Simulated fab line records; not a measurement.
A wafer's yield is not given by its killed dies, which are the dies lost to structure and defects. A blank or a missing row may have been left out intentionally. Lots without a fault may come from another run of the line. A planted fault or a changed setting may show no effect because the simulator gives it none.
fab line records + flow rit_cmos
[record]
- lots = 5
- wafers = 15
- last_day = 6
route steps=202 shown M1@195
lots that met no fault: taken from a fault-free run of the same line
start_h: start of the lot's first displayed wafer, in hours after the record's first day + wait_h: time in hours since the lot's previous step + " unchanged from the row above + L1.1+2: a row that stands for several wafers + - no value present, or no start provided + * or withheld: withheld + < > ~ a bound
route shown NAME@n: NAME is a module with steps in the file, n the number in the route of the first one + usual: average and standard deviation across the fault-free wafers + same: alike in all rows + chamber/n: place in a boat + sites: readings site by site + _std_site: their standard deviation + _edge_site: the outer-site mean with the inner-site mean subtracted + radius_mm: for every site, how far away it sits from the centre of the wafer + mask NAME#n: copy n + behind: the last tool/chamber to shape the wafer + hold: the reason the lot was held/the length of the hold in hours/how it ended + device: the transistor (n, p or np) that didn't switch + end of line: at the end of the route, the tests of the same wafers + a step given without rows: its recipe and nothing more + killed: not the wafer's yield, but the dies lost to structure and defects at the first sort + map: a wafer's dies, x killed, . not, _ none there
set.NAME: the setting as run; set.NAME@STEP: as run at that earlier step + model.NAME: the simulator's own value behind a step, which no gauge read
lots at selected steps of the route; one table per step, one row per wafer
services: the hour from which a tool's chamber was out of use, counted from the record's first day as start_h (under 0 if before that day), plus the number of hours and why
[[steps]]
[step RIT_M1_HARDBAKE_11]
[recipe]
- resist = NOVOLAK
- temp_c = 140
- time_s = 120
| lot.wafer  | tool           | chamber | start_h | wait_h |
|------------|----------------|---------|---------|--------|
| L076.1+2+4 | litho_track-01 | 0       | 71.61   | 0.0    |
| L078.1+4+5 | litho_track-02 | 0       | 82.89   | 0.0    |
| L082.2+4+6 | litho_track-03 | 0       | 101.10  | 0.1    |
| L090.2+3+6 | litho_track-03 | 0       | 138.54  | 0.1    |
| L092.3+4+5 | litho_track-01 | 0       | 150.79  | 0.1    |
[step RIT_M1_METAL_ETCH_12]
[recipe]
- stop_on = SiO2
- chemistry = Cl2/BCl3
- target = Al
- time_s = 165
- over_etch_frac = 0.5
- pressure_mtorr = 100
- target_depth_a = 6000
- rf_w = 250
- Cl2_flow_sccm = 60
- bcl3_flow_sccm = 50
[usual]
- drypump_motor_current_A = 5.8/0.5
- oes_product_au = 0.777/0.0088
- throttle_valve_pct = 8.25/0.11
| lot.wafer | tool         | chamber | start_h | wait_h | drypump_motor_current_A | oes_product_au | rf_hours_counter_h | throttle_valve_pct |
|-----------|--------------|---------|---------|--------|-------------------------|----------------|--------------------|--------------------|
| L076.1    | rie_metal-03 | 0       | 71.86   | 0.2    | 5.9                     | 0.783          | 2.3                | 8.37               |
| L076.2    | "            | 1       | "       | "      | 6.3                     | 0.773          | 2.3                | 8.31               |
| L076.4    | "            | 1       | "       | "      | 6.3                     | 0.782          | -                  | 8.30               |
| L078.1    | rie_metal-03 | 0       | 83.14   | 0.2    | 5.9                     | 0.765          | 2.5                | 8.35               |
| L078.4    | "            | 0       | "       | "      | 5.9                     | 0.775          | -                  | 8.35               |
| L078.5    | "            | 0       | "       | "      | 5.9                     | 0.775          | -                  | 8.38               |
| L082.2    | rie_metal-02 | 0       | 101.31  | 0.2    | 6.6                     | 0.770          | 4.7                | 8.38               |
| L082.4    | "            | 0       | "       | "      | 6.5                     | 0.769          | -                  | 8.38               |
| L082.6    | "            | 0       | "       | "      | 6.5                     | 0.757          | -                  | 8.37               |
| L090.2    | rie_metal-03 | 0       | 138.81  | 0.2    | 5.9                     | 0.785          | -                  | 8.34               |
| L090.3    | "            | 0       | "       | "      | 5.9                     | 0.783          | -                  | 8.35               |
| L090.6    | "            | 0       | "       | "      | 5.9                     | 0.775          | -                  | 8.35               |
| L092.3    | rie_metal-01 | 0       | 151.01  | 0.2    | 5.2                     | 0.779          | -                  | 8.07               |
| L092.4    | "            | 1       | "       | "      | 5.6                     | 0.786          | -                  | 8.29               |
| L092.5    | "            | 0       | "       | "      | 5.2                     | 0.767          | -                  | 8.08               |
[step RIT_M1_STRIP_13]
[recipe]
- chemistry = nmp
- resist = NOVOLAK
- temp_c = 80
- time_s = 600
- dry = n2_spin
| lot.wafer  | tool         | chamber | start_h | wait_h |
|------------|--------------|---------|---------|--------|
| L076.1+2+4 | wet_bench-01 | 2       | 72.02   | 0.1    |
| L078.1+4+5 | wet_bench-02 | 3       | 83.30   | 0.1    |
| L082.2+4+6 | wet_bench-02 | 0       | 101.47  | 0.1    |
| L090.2+3+6 | wet_bench-01 | 1       | 139.08  | 0.2    |
| L092.3+4+5 | wet_bench-02 | 2       | 151.12  | 0.1    |
[step RIT_M1_STRIP_14]
[recipe]
- chemistry = O2
- time_s = 180
- platen_temp_c = withheld
- power_w = 500
- pressure_mtorr = 4000
- o2_flow_sccm = 4000
[usual]
- drypump_motor_current_A = 5.8/0.5
| lot.wafer | tool            | chamber | start_h | wait_h | drypump_motor_current_A | rf_hours_counter_h |
|-----------|-----------------|---------|---------|--------|-------------------------|--------------------|
| L076.1    | plasma_asher-03 | 1       | 72.21   | 0.0    | 6.7                     | 44                 |
| L076.2    | "               | 0       | "       | "      | 5.9                     | 44                 |
| L076.4    | "               | 1       | "       | "      | 6.7                     | -                  |
| L078.1    | plasma_asher-03 | 1       | 83.49   | 0.0    | 6.7                     | 46                 |
| L078.4    | "               | 0       | "       | "      | 5.9                     | -                  |
| L078.5    | "               | 1       | "       | "      | 6.7                     | -                  |
| L082.2    | plasma_asher-03 | 1       | 101.66  | 0.0    | 6.7                     | 48                 |
| L082.4    | "               | 0       | "       | "      | 6.0                     | -                  |
| L082.6    | "               | 0       | "       | "      | 6.0                     | -                  |
| L090.2    | plasma_asher-04 | 0       | 139.25  | 0.0    | 5.7                     | 34                 |
| L090.3    | "               | 0       | "       | "      | 5.7                     | -                  |
| L090.6    | "               | 0       | "       | "      | 5.7                     | -                  |
| L092.3    | plasma_asher-02 | 1       | 151.35  | 0.1    | 5.5                     | -                  |
| L092.4    | "               | 0       | "       | "      | 5.6                     | -                  |
| L092.5    | "               | 0       | "       | "      | 5.6                     | -                  |
[step RIT_M1_CD_MEAS_90]
[recipe]
- target_cd_nm = 2600
[usual]
- cd_nm = 2600.5/2.2
| lot.wafer | tool      | chamber | start_h | wait_h | cd_nm  |
|-----------|-----------|---------|---------|--------|--------|
| L076.1    | cd_sem-01 | -       | 72.39   | 0.1    | 2602.6 |
| L076.2    | "         | -       | "       | "      | 2602.2 |
| L076.4    | "         | -       | "       | "      | 2600.0 |
| L078.1    | cd_sem-02 | -       | 83.67   | 0.1    | 2604.9 |
| L078.4    | "         | -       | "       | "      | 2601.0 |
| L078.5    | "         | -       | "       | "      | 2603.0 |
| L082.2    | cd_sem-02 | -       | 101.86  | 0.1    | 2601.7 |
| L082.4    | "         | -       | "       | "      | 2604.3 |
| L082.6    | "         | -       | "       | "      | 2599.2 |
| L090.2    | cd_sem-02 | -       | 139.45  | 0.1    | 2600.0 |
| L090.3    | "         | -       | "       | "      | 2599.6 |
| L090.6    | "         | -       | "       | "      | 2597.8 |
| L092.3    | cd_sem-02 | -       | 151.51  | 0.1    | 2600.3 |
| L092.4    | "         | -       | "       | "      | 2601.1 |
| L092.5    | "         | -       | "       | "      | 2598.8 |
[step RIT_M1_ANNEAL_15]
[recipe]
- temp_c = 450
- time_s = 1800
- ambient = forming_gas_H2N2
| lot.wafer  | tool       | chamber | start_h | wait_h |
|------------|------------|---------|---------|--------|
| L076.1+2+4 | furnace-02 | 0       | 72.51   | 0.1    |
| L078.1+4+5 | furnace-02 | 0       | 83.79   | 0.1    |
| L082.2+4+6 | furnace-02 | 0       | 101.96  | 0.1    |
| L090.2+3+6 | furnace-02 | 0       | 139.55  | 0.1    |
| L092.3+4+5 | furnace-02 | 0       | 151.59  | 0.1    |
[step RIT_M1_BOW_MEAS_16]
[recipe]
- mode = bow
[usual]
- M1_BOW = 18/6.3
| lot.wafer | tool          | chamber | start_h | wait_h | M1_BOW[um] |
|-----------|---------------|---------|---------|--------|------------|
| L076.1    | film_metro-01 | -       | 74.01   | 0.0    | 22         |
| L076.2    | "             | -       | "       | "      | 18         |
| L076.4    | "             | -       | "       | "      | 9          |
| L078.1    | film_metro-03 | -       | 85.29   | 0.0    | 10         |
| L078.4    | "             | -       | "       | "      | 15         |
| L078.5    | "             | -       | "       | "      | 21         |
| L082.2    | film_metro-03 | -       | 103.48  | 0.0    | 17         |
| L082.4    | "             | -       | "       | "      | 21         |
| L082.6    | "             | -       | "       | "      | 26         |
| L090.2    | film_metro-04 | -       | 141.07  | 0.0    | 22         |
| L090.3    | "             | -       | "       | "      | 12         |
| L090.6    | "             | -       | "       | "      | 21         |
| L092.3    | film_metro-04 | -       | 153.13  | 0.0    | 25         |
| L092.4    | "             | -       | "       | "      | 27         |
| L092.5    | "             | -       | "       | "      | 23         |
[step RIT_M1_PROBE_99]
[usual]
- defect_limited_yield = 97.5/1.2
- killed_at_front_end = 7/3
- killed_dies = 7/3
- killed_open = 3.6/1.9
- killed_short = 3.2/1.8
- sort_bin_3_pad_short = 0.1/0.22
- sort_bin_5_function = 1.4/0.77
- sort_bin_6_memory = 1.0/0.63
- sort_n_pass = 257/3
- sort_yield_pct = 97.5/1.2
[same]
- gross_dies = 264
- killed_at_M0_to_M3 = 0
- killed_at_M4_up = 0
- killed_at_back_side = 0
- killed_at_contacts = 0
- killed_at_other = 0
| lot.wafer | tool      | chamber | start_h | wait_h | defect_limited_yield[%] | killed_at_front_end | killed_dies | killed_open | killed_short | sort_bin_3_pad_short[%] | sort_bin_5_function[%] | sort_bin_6_memory[%] | sort_n_pass | sort_yield_pct[%] |
|-----------|-----------|---------|---------|--------|-------------------------|---------------------|-------------|-------------|--------------|-------------------------|------------------------|----------------------|-------------|-------------------|
| L082.2    | prober-02 | -       | 103.63  | 0.1    | 98.1                    | 5                   | 5           | 3           | 2            | 0.4                     | 1.1                    | 0.4                  | 259         | 98.1              |
| L082.4    | prober-02 | -       | 103.73  | 0.2    | 97.0                    | 8                   | 8           | 3           | 5            | 0                       | 1.9                    | 1.1                  | 256         | 97.0              |
| L082.6    | prober-02 | -       | 103.83  | 0.2    | 97.3                    | 7                   | 7           | 5           | 2            | 0                       | 1.5                    | 1.1                  | 257         | 97.3              |
| L090.2    | prober-02 | -       | 141.22  | 0.1    | 98.1                    | 5                   | 5           | 3           | 2            | 0                       | 1.1                    | 0.8                  | 259         | 98.1              |
| L090.3    | prober-02 | -       | 141.27  | 0.2    | 98.9                    | 3                   | 3           | 0           | 3            | 0.4                     | 0                      | 0.8                  | 261         | 98.9              |
| L090.6    | prober-02 | -       | 141.42  | 0.2    | 95.8                    | 11                  | 11          | 3           | 8            | 0.8                     | 2.3                    | 1.1                  | 253         | 95.8              |
| L092.3    | prober-02 | -       | 153.31  | 0.2    | 97.7                    | 6                   | 6           | 3           | 3            | 0                       | 1.5                    | 0.8                  | 258         | 97.7              |
| L092.4    | prober-02 | -       | 153.36  | 0.2    | 97.0                    | 8                   | 8           | 5           | 3            | 0                       | 1.1                    | 1.9                  | 256         | 97.0              |
| L092.5    | prober-02 | -       | 153.41  | 0.2    | 95.5                    | 12                  | 12          | 5           | 7            | 0.4                     | 2.7                    | 1.5                  | 252         | 95.5              |
// killed by level:class
L082.2 GATE:geometric_particle:short=2 FOX2:geometric_particle:open=1 GATE:geometric_particle:open=1 SPACER:geometric_particle:open=1
L082.4 REOX:geometric_particle:short=2 GATE:geometric_particle:open=1 GATE:geometric_particle:short=1 REOX:geometric_particle:open=1 SPACER:geometric_particle:open=1 SPACER:geometric_particle:short=1 SILICIDE:geometric_particle:short=1
L082.6 SPACER:geometric_particle:open=3 GATE:geometric_particle:open=2 GATE:geometric_particle:short=1 REOX:geometric_particle:short=1
L090.2 GATE:geometric_particle:short=2 SILICIDE:geometric_particle:open=2 GATE:geometric_particle:open=1
L090.3 REOX:geometric_particle:short=2 GATE:geometric_particle:short=1
L090.6 GATE:geometric_particle:short=3 FOX2:geometric_particle:short=2 SILICIDE:geometric_particle:open=2 FOX1:geometric_particle:short=1 SPACER:geometric_particle:open=1 SPACER:geometric_particle:short=1 SILICIDE:geometric_particle:short=1
L092.3 ACTIVE:geometric_particle:short=1 FOX1:geometric_particle:short=1 FOX1:geometric_particle:open=1 FOX2:geometric_particle:open=1 GATE:geometric_particle:open=1 SILICIDE:geometric_particle:short=1
L092.4 GATE:geometric_particle:open=4 GATE:geometric_particle:short=3 REOX:geometric_particle:open=1
L092.5 GATE:geometric_particle:short=3 GATE:geometric_particle:open=3 FOX1:geometric_particle:short=2 REOX:geometric_particle:open=1 REOX:geometric_particle:short=1 SILICIDE:geometric_particle:open=1 SILICIDE:geometric_particle:short=1
[[services]]
| tool            | chamber | start_h | hours | kind       |
|-----------------|---------|---------|-------|------------|
| wet_bench-02    | -       | 57.88   | 0.9   | repair     |
| rie_metal-01    | 1       | 61.42   | 8.4   | repair     |
| wet_bench-02    | -       | 61.90   | 1.9   | pm         |
| plasma_asher-04 | -       | 73.26   | 1.3   | repair     |
| rie_metal-02    | 0       | 78.97   | 1.2   | repair     |
| rie_metal-01    | -       | 107.00  | 0.3   | repair     |
| plasma_asher-03 | -       | 108.75  | 9.0   | pm         |
| plasma_asher-03 | 0       | 108.75  | 9.0   | vent_cycle |
| plasma_asher-03 | 1       | 108.75  | 9.0   | vent_cycle |
| plasma_asher-03 | 0       | 117.75  | -     | clean      |
| plasma_asher-03 | 1       | 117.75  | -     | clean      |
| plasma_asher-04 | -       | 131.30  | 3.8   | repair     |
| rie_metal-03    | 1       | 131.56  | 17.7  | repair     |
[[key]]
fault none
